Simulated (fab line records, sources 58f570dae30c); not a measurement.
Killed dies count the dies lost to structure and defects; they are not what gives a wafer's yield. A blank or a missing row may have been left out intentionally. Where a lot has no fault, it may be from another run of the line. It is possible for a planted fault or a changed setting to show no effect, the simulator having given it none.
Which tool did it? | flow berkeley cmos170 | 7 lots with 21 wafers sampled at 3 steps, on a route of 331 steps

WHAT THE GAUGES READ, wafer by wafer
UCB170_NLDD_OVL_MEAS_07.
lot  | measured     | on         | NLDD_OVL (nm)
L786 | day 6 11:31  | overlay-01 | -10 -4 0
L797 | day 9 07:53  | overlay-02 | 1 0 3
L799 | day 9 22:30  | overlay-01 | -2 -5 -1
L802 | day 10 06:16 | overlay-02 | 9 9 7
L805 | day 11 00:52 | overlay-01 | -2 5 1
L807 | day 12 00:47 | overlay-01 | -10 -10 -10

WHAT TOOL EACH LOT RAN ON (gives the tool, then ch and the chambers of the sampled wafers, and finally the start)
lot  | UCB170_NWELL_ETCH_13              | UCB170_NWELL_STRIP_15
L786 | rie diel-01 ch 0,2, day 2 15:25   | plasma asher-02 ch 0,1, day 2 15:40
L788 | rie diel-01 ch 0,2,3, day 3 00:53 | plasma asher-04 ch 0,1, day 3 01:08
L797 | rie diel-01 ch 0,1,3, day 5 01:11 | plasma asher-04 ch 0,1, day 5 01:28
L799 | rie diel-01 ch 1,2,3, day 5 10:46 | plasma asher-02 ch 0,1, day 5 11:01
L802 | rie diel-01 ch 0,3, day 6 00:04   | plasma asher-01 ch 0,1, day 6 00:21
L805 | rie diel-04 ch 2,3, day 6 16:47   | plasma asher-04 ch 0,1, day 6 17:02
L807 | rie diel-04 ch 1,2,3, day 7 03:19 | plasma asher-02 ch 0,1, day 7 03:36
- UCB170_NWELL_ETCH_13: etches Si3N4 in CH3F/Ar/O2, stops on SiO2, target depth 246.4 nm, time 154 s.
- UCB170_NWELL_STRIP_15: strips in O2.

THE ANSWER, worked out from the rows above alone
Rule: what is usual is taken from the lots themselves. Put in order of their means at a reading, lots are off if they are a third of the lots or fewer, leave a main group of 4 or more, and stand apart from it by a gap of 3 or more times the standard deviation of the main group's means; of several such gaps the widest counts. Not used: any main group whose means are identical at the precision the tables above print for the reading. Also off: a lot with no number at a reading for which 4 or more lots have one. The other lots that the step has rows for count as sound.
Nothing can be told from this: no lot is off at any reading shown.

WHAT WAS PUT IN BY THE SIMULATOR
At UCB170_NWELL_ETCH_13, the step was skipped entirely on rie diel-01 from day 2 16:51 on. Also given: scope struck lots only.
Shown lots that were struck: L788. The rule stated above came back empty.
